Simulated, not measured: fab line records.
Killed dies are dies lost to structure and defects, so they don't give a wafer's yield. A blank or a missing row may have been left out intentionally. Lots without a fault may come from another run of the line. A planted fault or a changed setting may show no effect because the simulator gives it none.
Split-lot study	flow berkeley cmos170	on a route of 331 steps: 5 lots, 27 wafers read

## ON THE SPLIT
At UCB170_ZERO_ETCH_06 (etches SiO2 in CHF3/CF4/Ar, time 12 s), the setting time s was moved away from the recipe's 12 s on 12 of the 27 wafers read, by -54.7% to -36.4%. The other wafers ran this setting at the recipe's value.

The reading is taken at the split's own step.

## THE READING
oes product au, in a.u., at UCB170_ZERO_ETCH_06 (etches SiO2 in CHF3/CF4/Ar, time 12 s). A value of 0.614 a.u. with a standard deviation of 0.012 a.u. is what fault-free wafers of this fab line usually give.

wafer	tool, chamber at the split	time s as run, s	against the recipe	oes product au, a.u.	against lot-mates on the recipe
L075.1	rie diel-02, 0	12	recipe	0.618	-
L075.2	rie diel-02, 3	12	recipe	0.608	-
L075.3	rie diel-02, 1	12	recipe	0.632	-
L075.4	rie diel-02, 2	5.438	-54.7%	0.917	+0.298
L075.5	rie diel-02, 1	5.438	-54.7%	0.925	+0.306
L075.6	rie diel-02, 2	5.438	-54.7%	0.914	+0.295
L076.1	rie diel-02, 0	12	recipe	0.620	-
L076.2	rie diel-02, 2	7.636	-36.4%	0.750	+0.130
L076.3	rie diel-02, 3	12	recipe	0.611	-
L076.4	rie diel-02, 1	7.636	-36.4%	0.772	+0.152
L076.5	rie diel-02, 3	7.636	-36.4%	0.744	+0.124
L076.6	rie diel-02, 2	12	recipe	0.628	-
L077.1	rie diel-01, 2	6.576	-45.2%	0.813	+0.206
L077.2	rie diel-01, 0	6.576	-45.2%	0.820	+0.213
L077.3	rie diel-01, 3	6.576	-45.2%	0.793	+0.186
L077.4	rie diel-01, 1	12	recipe	0.598	-
L077.5	rie diel-01, 0	12	recipe	0.614	-
L077.6	rie diel-01, 3	12	recipe	0.610	-
L078.1	rie diel-02, 2	5.59	-53.4%	0.893	+0.273
L078.2	rie diel-02, 3	12	recipe	0.602	-
L078.3	rie diel-02, 0	5.59	-53.4%	0.909	+0.289
L078.4	rie diel-02, 1	12	recipe	0.630	-
L078.5	rie diel-02, 0	12	recipe	0.629	-
L078.6	rie diel-02, 1	5.59	-53.4%	0.916	+0.296
L081.2	rie diel-04, 0	12	recipe	0.602	-
L081.4	rie diel-04, 2	12	recipe	0.604	-
L081.6	rie diel-04, 3	12	recipe	0.601	-

THE FIT
A straight line over all 27 wafers: oes product au changes by -0.0051 a.u. for each +1% of time s; r = -0.98; the points scatter about the line by 0.025 a.u.
The same after taking each lot's own level away (the mean of its wafers on the recipe; 27 wafers): -0.00503 a.u. for each +1%; r = -0.98; scatter 0.023 a.u.
That fit puts the effect of the largest move of time s on the reading at 0.28 a.u.
Measured against the standard deviation above, the lots' own levels, which go from 0.6023 to 0.6203 a.u., span 1.5 times it.
Consequently the slope shifts little with the lot-to-lot level, the two slopes agreeing.
Check: with one of the wafers moved furthest among these (-54.7%) left out of the fit, the line predicts +0.268 a.u. for it against its lot-mates. Against them it came out at +0.298 a.u.
Tool readings at the split's step, against how far the setting was moved: oes product au r = -0.98.

## THE WHOLE CHAIN: every reading that the file lists as answering this split, in the file's order
step	what it does	reading	change (the file's fit)	r (the file's)
UCB170_ZERO_ETCH_06	etches SiO2 in CHF3/CF4/Ar, time 12 s	oes product au	-0.00496 a.u. for each +1% of the setting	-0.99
UCB170_ZERO_STRIP_07	strips in O2	strip time to endpoint s	withheld for each +1% of the setting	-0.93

## THE FILE'S OWN FIT
oes product au changes by -0.00496 a.u. for each +1% of time s, r = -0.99.
